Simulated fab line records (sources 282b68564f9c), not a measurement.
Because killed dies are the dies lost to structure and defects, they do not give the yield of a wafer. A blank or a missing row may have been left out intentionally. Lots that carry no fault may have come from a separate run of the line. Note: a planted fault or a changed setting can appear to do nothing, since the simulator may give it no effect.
A lot that was struck, set against a sound lot || flow rit cmos || 20 out of 202 route steps
Sound: these wafers, L427.1, L427.2, L427.6. The struck wafers were L433.1, L433.3, L433.4. Last of all comes the cause.
Order at every step that has rows: each side's tool, ch and its chambers, its first start. Under that, the readings that differ: sound wafers || struck wafers || difference of the means || sigmas: that difference in standard deviations of wafers without a fault.
alike: same words and numbers on both sides, and readings whose means sit less than 2 such deviations apart. not compared: any withheld reading, any reading some wafer has no value for, any bound like >300 that may hide the same value, and any number with overlapping values for which the record gives no deviation.
Wherever a step has rows on one side only, a row that says differs or no value, or a row with sigmas, the two part there. Non-overlapping numbers with no deviation appear without sigmas and do not part them. A reading that every wafer of one side lacks parts them only if that side has two wafers or more.

first, 2 steps without rows for these wafers: RIT_NWELL_HARDBAKE_07 (time 120 s); RIT_NWELL_IMPLANT_08.
RIT_NWELL_STRIP_09: strips in O2, time 180 s.
  sound on plasma asher-02 ch 0,1, day 3 16:58; struck on plasma asher-01 ch 0,1, day 4 19:59
  alike: drypump motor current A
  not compared: rf hours counter h
RIT_NWELL_TW_MEAS_10:
  sound on film metro-02, day 3 17:09; struck on film metro-03, day 4 20:09
{"reading": "NWELL_TW", "sound": "2104 2102 2115", "struck": "2151 2145 2143", "difference": "+39", "sigmas": "+2"}
then, 6 steps without rows for these wafers: RIT_PWELL_HMDS_00 (prime time 60 s); RIT_PWELL_COAT_01 (resist thk 1300 nm); RIT_PWELL_SOFTBAKE_02 (time 60 s); RIT_PWELL_EXPOSE_03 (exposes mask M3, target cd 43700 nm); RIT_PWELL_PEB_04; RIT_PWELL_DEVELOP_05 (develop time 68 s).
RIT_PWELL_OVL_MEAS_06:
  sound on overlay-02, day 3 18:20; struck on overlay-02, day 4 21:05
  alike: PWELL_OVL
then, 1 step without rows for these wafers: RIT_PWELL_HARDBAKE_07 (time 120 s).
RIT_PWELL_IMPLANT_08:
  sound on implanter-01 ch 0, day 3 18:37; struck on implanter-01 ch 0, day 4 21:23
  alike: beam energy keV, faraday current uA
RIT_PWELL_STRIP_09: strips in O2, time 180 s.
  sound on plasma asher-04 ch 0,1, day 3 18:46; struck on plasma asher-02 ch 0,1, day 4 21:32
{"reading": "drypump motor current A (A)", "sound": "6.3 6.7 6.7", "struck": "5.2 5.2 6.1", "difference": -1.1, "sigmas": -2}
  not compared: rf hours counter h
RIT_PWELL_TW_MEAS_10:
  sound on film metro-02, day 3 18:56; struck on film metro-02, day 4 21:42
{"reading": "PWELL_TW", "sound": "932 940 939", "struck": "904 906 905", "difference": -32, "sigmas": -3}
then, 1 step without rows for these wafers: RIT_WELLDRIVE_ANNEAL_00 (time 14700 s).
RIT_WELLDRIVE_RS_MEAS_01: uses a four-point probe to measure.
  sound on film metro-04, day 4 00:10; struck on film metro-03, day 5 07:19
  alike: NWELL_RS
RIT_WELLDRIVE_RS_MEAS_02: uses a four-point probe to measure.
  sound on film metro-04, day 4 00:17; struck on film metro-03, day 5 07:26
{"reading": "PWELL_RS (ohm/sq)", "sound": "428.6 427.7 430.3", "struck": "465.3 462.9 464.7", "difference": "+35.4", "sigmas": "+30"}
then, 1 step without rows for these wafers: RIT_NRETRO_HMDS_00 (prime time 60 s).
RIT_M1_PROBE_99:
  sound on prober-02, day 5 06:16; struck on prober-02, day 6 13:37
{"reading": "model.etest.nmos_0p3.r on ohm um", "sound": "2166 2139 2131", "struck": "2114 2114 2058", "difference": -50, "sigmas": ""}
{"reading": "model.etest.pwell pinched.rs ohm sq range", "sound": "9.441 16.09 13.46", "struck": "74.21 73.91 72.22", "difference": "+60.45", "sigmas": ""}
{"reading": "model.etest.nmos_0p15.drive ua um range", "sound": "8.235 15 12.77", "struck": "52.53 50.03 56.7", "difference": "+41.09", "sigmas": ""}
{"reading": "model.etest.pwell pinched.rs ohm sq", "sound": "475.4 467.4 471.4", "struck": "511.3 504.7 499.1", "difference": "+33.6", "sigmas": ""}
{"reading": "model.etest.pwell pinched.rs ohm sq rim less centre", "sound": "5.594 -1.506 -7.297", "struck": "-26.41 -31.53 -31.89", "difference": -28.87, "sigmas": ""}
{"reading": "model.etest.pwell.rs ohm sq", "sound": "423.3 419.9 417", "struck": "456.1 459.1 458.2", "difference": "+37.7", "sigmas": ""}
{"reading": "model.etest.nmos turned.drive ua um", "sound": "322.4 316.9 333.3", "struck": "342.1 350.1 356.8", "difference": "+25.5", "sigmas": ""}
  alike: killed at contacts, killed at front end, killed dies, killed open, killed short
  not compared: model.etest.nmos_0p15.drive ua um

== WHERE THEY PART ==
First at RIT_NWELL_TW_MEAS_10; last, within this record, at RIT_WELLDRIVE_RS_MEAS_02. Later steps at which nothing parts them and some readings are alike: RIT_M1_PROBE_99.

WHY: what the simulator had put in
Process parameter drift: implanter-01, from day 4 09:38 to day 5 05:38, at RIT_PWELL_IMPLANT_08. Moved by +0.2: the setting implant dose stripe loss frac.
